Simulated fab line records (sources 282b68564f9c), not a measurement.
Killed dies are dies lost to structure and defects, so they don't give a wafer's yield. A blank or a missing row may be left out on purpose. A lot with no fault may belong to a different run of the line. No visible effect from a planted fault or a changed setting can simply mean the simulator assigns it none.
Code-filled problem report in 8D (eight disciplines) form	flow rit-cmos	the parts of the form that need people (team, actions taken, sign-off) are left out

## 1. THE PROBLEM
Across 6 wafers from 2 lots, M1_OVL at RIT_M1_OVL_MEAS_10 averages 304.6 nm, while fault-free wafers read 0.8 nm with a standard deviation of 1.7. So: +99 or more standard deviations from the usual mean.
The first sign was on wafer L628.1 at day 5 15:40, on overlay-02. The record holds 42 wafers of 14 lots with a number at this step. By rule, "out" or "out of limits" means more than 4 standard deviations away from the usual mean. Any other wafer with a number is counted as sound.

## 2. WHAT IT IS AND WHAT IT IS NOT
question	is	is not
which readings at this step	M1_OVL	-
which lots	L628, L632	L618, L619, L620, L621, L623, L626, L630, L635, L636, L637, L638, L641
which wafers of those lots	all that have a number	-
read on which gauges	overlay-01, overlay-02	-
when	from day 5 15:40	up to then (18 sound wafers); but 18 sound wafers of L630, L635, L636, L637, L638, L641 came after

## 3. THE SUSPECTS, EACH WITH WHAT RULES IT OUT
Counting: a tool at any process step up to the reading remains a suspect when it ran all the lots that are out and ran no sound lot after the first of those.
- the gauge at RIT_M1_OVL_MEAS_10 is ruled out. Those wafers that are out were read across 2 gauges (overlay-01, overlay-02).
- iline-stepper-02 at RIT_M1_EXPOSE_06 (exposes mask M12, target cd 2600 nm): kept. It processed each lot that is out, first L628 at day 5 15:07, and no sound lot thereafter; up to then, the last sound lot it processed was L626 at day 5 02:32.
Remaining after the count: iline-stepper-02 at RIT_M1_EXPOSE_06.

## 4. THE CAUSE (what the simulator had put in)
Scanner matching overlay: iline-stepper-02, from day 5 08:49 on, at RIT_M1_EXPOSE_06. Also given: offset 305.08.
The count eliminated every tool but this one.

## 5. THE CHAIN OF EFFECTS, in route order
Each row: a reading where the mean over the struck wafers with a number is more than 3 standard deviations away from the usual. Scope: only readings with a usual standard deviation given in the record; hours: median across lots of the time from each lot's start at the first step in this table that gives one to its start at this step; sigmas: change in usual standard deviations.
hours	step	reading	usual	on struck wafers	change	sigmas
0	RIT_M1_OVL_MEAS_10	M1_OVL	0.8 nm	304.6	+303.8	+99 or more

## 6. WHAT WOULD HAVE CAUGHT IT SOONER
In this record the first reading out of limits at a measuring or inspecting step was taken at day 5 15:40, 7 hours after the fault began at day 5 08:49.
Of the lots that are out (2), L632 began RIT_M1_EXPOSE_06 on iline-stepper-02 after day 5 15:40. Putting the tool on hold at that point would have spared it.
